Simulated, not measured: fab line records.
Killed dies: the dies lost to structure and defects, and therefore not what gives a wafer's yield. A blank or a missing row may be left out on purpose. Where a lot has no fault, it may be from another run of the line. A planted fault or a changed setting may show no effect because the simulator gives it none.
Struck lot and sound lot, side by side | flow rit cmos | 15 out of 202 route steps
Sound: these wafers, L547.1, L547.3, L547.6. The struck wafers were L543.3, L543.5, L543.6. The cause comes at the end.
Per side, at each step with rows, come the tool, then ch with its chambers, and then its first start. Under that, the readings that differ: sound wafers | struck wafers | difference of the means | sigmas: that difference in standard deviations of wafers without a fault.
alike: readings with means less than 2 such deviations apart, plus words and numbers identical on both sides. not compared: withheld readings, readings lacking a value on some wafer, bounds such as >300 that could conceal the same value, and numbers that have no deviation in the record and whose values overlap.
The two part at a step that has a row with sigmas, a row that says differs or no value, or rows on one side only. Non-overlapping numbers with no deviation appear without sigmas and do not part them. A reading missing from all wafers of one side parts the sides only when that side holds two or more wafers.

first, 6 steps without rows for these wafers: RIT_CONTACT_HMDS_02 (prime time 60 s); RIT_CONTACT_COAT_03 (resist thk 991.3 nm); RIT_CONTACT_SOFTBAKE_04 (time 60 s); RIT_CONTACT_EXPOSE_05 (exposes mask M11, target cd 1000 nm); RIT_CONTACT_PEB_06; RIT_CONTACT_DEVELOP_07 (develop time 120 s).
RIT_CONTACT_CD_MEAS_08: target cd 1000 nm.
  sound on cd sem-02, day 7 20:42; struck on cd sem-02, day 7 01:52
  alike: cd nm
RIT_CONTACT_OVL_MEAS_09:
  sound on overlay-02, day 7 20:49; struck on overlay-02, day 7 01:58
  alike: CONTACT_OVL
then, 1 step without rows for these wafers: RIT_CONTACT_HARDBAKE_10 (time 60 s).
RIT_CONTACT_ETCH_11: etches SiO2 in CHF3/CF4/Ar, stops on TiSi2, target depth 480 nm, time 320 s.
  sound on rie diel-01 ch 0,2, day 7 21:04; struck on rie diel-01 ch 1,2,3, day 7 02:08
  alike: drypump motor current A, oes product au, throttle valve pct
  not compared: rf hours counter h
RIT_CONTACT_STRIP_12: strips in O2, time 180 s.
  sound on plasma asher-03 ch 0,1, day 7 21:15; struck on plasma asher-01 ch 0,1, day 7 02:23
  alike: drypump motor current A
  not compared: rf hours counter h
RIT_CONTACT_CD_MEAS_90: target cd 1000 nm.
  sound on cd sem-01, day 7 21:26; struck on cd sem-02, day 7 02:32
  alike: cd nm
RIT_CONTACT_CLEAN_13: cleans in SC1, time 600 s.
  sound on wet bench-04 ch 1, day 7 21:33; struck on wet bench-03 ch 3, day 7 02:37
  no value came back on the struck wafers for bath guard temp C (C), bath heat duty pct (%); on the sound wafers bath guard temp C (C) reads 74.7 74.9 75.2
then, 1 step without rows for these wafers: RIT_CONTACT_CLEAN_14 (cleans in SC2, time 600 s).
RIT_M1_PROBE_99:
  sound on prober-01, day 8 02:59; struck on prober-01, day 7 07:16
  alike: killed at front end, killed dies, killed open, killed short

## WHERE THEY PART
Only at RIT_CONTACT_CLEAN_13, within this record. Later steps at which nothing parts them and some readings are alike: RIT_M1_PROBE_99.

WHY: the cause the simulator had injected
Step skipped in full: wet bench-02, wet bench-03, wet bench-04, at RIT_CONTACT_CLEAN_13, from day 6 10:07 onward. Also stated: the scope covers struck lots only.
